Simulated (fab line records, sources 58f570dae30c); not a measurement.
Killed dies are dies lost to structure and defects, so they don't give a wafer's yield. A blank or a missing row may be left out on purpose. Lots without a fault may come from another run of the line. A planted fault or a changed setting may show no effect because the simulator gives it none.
Which tool did it? | flow berkeley_cmos170 | 13 lots, 39 wafers sampled, at 3 steps of a route of 331

WHAT THE GAUGES READ, wafer by wafer
UCB170_M2_RS_MEAS_02: measures by four-point-probe. Usual: M2_AL_RS 0.0319 ohm/sq, standard deviation 0.00031.
lot  | measured     | on            | M2_AL_RS (ohm/sq)    | flag
L373 | day 8 21:50  | film_metro-02 | 0.0317 0.0316 0.0318 |
L374 | day 8 22:08  | film_metro-03 | 0.0318 0.0319 0.0314 |
L377 | day 9 13:41  | film_metro-03 | 0.0320 0.0320 0.0320 |
L378 | day 9 15:34  | film_metro-04 | 0.0322 0.0321 0.0320 |
L376 | day 9 16:21  | film_metro-02 | 0.0321 0.0317 0.0321 |
L379 | day 10 00:28 | film_metro-04 | 0.0316 0.0317 0.0318 |
L380 | day 10 02:09 | film_metro-04 | 0.0322 0.0324 0.0322 |
L383 | day 10 23:47 | film_metro-03 | 0.0314 0.0315 0.0315 |
L386 | day 11 14:30 | film_metro-03 | 0.0444 0.0320 0.0321 | OFF
L387 | day 12 12:23 | film_metro-03 | 0.0314 0.0316 0.0316 |
L388 | day 12 13:56 | film_metro-03 | 0.0314 0.0316 0.0314 |
L392 | day 13 12:56 | film_metro-02 | 0.0316 0.0315 0.0317 |
L393 | day 13 13:15 | film_metro-03 | 0.0321 0.0318 0.0320 |

UCB170_M2_THK_MEAS_03: measures by xrf. Usual: M2_AL_THK 914 nm, standard deviation 11.
lot  | measured     | on            | M2_AL_THK (nm) | flag
L373 | day 8 21:57  | film_metro-02 | 911 924 911    |
L374 | day 8 22:15  | film_metro-03 | 924 921 935    |
L377 | day 9 13:49  | film_metro-03 | 920 921 916    |
L378 | day 9 15:41  | film_metro-04 | 903 904 904    |
L376 | day 9 16:28  | film_metro-02 | 897 917 905    |
L379 | day 10 00:34 | film_metro-04 | 923 916 919    |
L380 | day 10 02:16 | film_metro-04 | 906 910 904    |
L383 | day 10 23:55 | film_metro-03 | 925 929 928    |
L386 | day 11 14:37 | film_metro-03 | 666 919 915    | OFF
L387 | day 12 12:30 | film_metro-03 | 934 924 925    |
L388 | day 12 14:01 | film_metro-03 | 934 927 935    |
L392 | day 13 13:03 | film_metro-02 | 905 913 914    |
L393 | day 13 13:21 | film_metro-03 | 912 925 917    |

WHICH TOOL RAN EACH LOT (tool, then ch and the chambers of the sampled wafers, then the start)
lot  | UCB170_M2_SPUTTER_01
L373 | pvd_sputter-03, day 8 21:44
L374 | pvd_sputter-02, day 8 22:02
L377 | pvd_sputter-04, day 9 13:37
L378 | pvd_sputter-04, day 9 15:29
L376 | pvd_sputter-03, day 9 16:16
L379 | pvd_sputter-02, day 10 00:21
L380 | pvd_sputter-04, day 10 02:04
L383 | pvd_sputter-03, day 10 23:43
L386 | pvd_sputter-04, day 11 14:25
L387 | pvd_sputter-02, day 12 12:17
L388 | pvd_sputter-03, day 12 13:47
L392 | pvd_sputter-02, day 13 12:51
L393 | pvd_sputter-03, day 13 13:07
- UCB170_M2_SPUTTER_01: material Al, target thk 900 nm, time 120 s.

WHAT THE TOOLS THEMSELVES READ (means of the sampled wafers that have a number; where no wafer has one, the mark that the record gives instead)
UCB170_M2_SPUTTER_01. Usual: throttle_valve_pct 30.0 %, standard deviation 0.72.
lot  | tool           | throttle_valve_pct (%) | flag
L373 | pvd_sputter-03 | 30.7                   |
L374 | pvd_sputter-02 | 30.2                   |
L377 | pvd_sputter-04 | 29.9                   |
L378 | pvd_sputter-04 | 29.6                   |
L376 | pvd_sputter-03 | 30.2                   |
L379 | pvd_sputter-02 | 30.7                   |
L380 | pvd_sputter-04 | 29.0                   |
L383 | pvd_sputter-03 | 30.3                   |
L386 | pvd_sputter-04 | 30.0                   |
L387 | pvd_sputter-02 | 30.3                   |
L388 | pvd_sputter-03 | 30.3                   |
L392 | pvd_sputter-02 | 30.0                   |
L393 | pvd_sputter-03 | 30.6                   |

THE ANSWER, worked out from the rows above alone
Rule: a lot is off if the mean of its wafers that have a number lies more than 3 standard deviations from the usual mean. A lot without any number at a reading at which 4 lots or more have one is off too. The other lots that the step has rows for count as sound. The gauges are gone through in route order, then the tools' own readings, and for those a lot's mean is taken as printed above. The first step at which some lot is off is used, and at that step the reading that is off furthest; a lot without a number counts as furthest.
Off: L386, at UCB170_M2_RS_MEAS_02 (M2_AL_RS).
A tool fits if, at a process step before that reading, it ran every lot that is off, and no sound lot after the first of them. The gauges at UCB170_M2_RS_MEAS_02 are tried like those tools. One fits: pvd_sputter-04 at UCB170_M2_SPUTTER_01. Its last sound lot is L380 (day 10 02:04), its first lot that is off L386 (day 11 14:25): a fault that began between those two fits.

WHAT THE SIMULATOR HAD PUT IN
Process parameter drift: pvd_sputter-04, from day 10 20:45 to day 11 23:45, at UCB170_M2_SPUTTER_01. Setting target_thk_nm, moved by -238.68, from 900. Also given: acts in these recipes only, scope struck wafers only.
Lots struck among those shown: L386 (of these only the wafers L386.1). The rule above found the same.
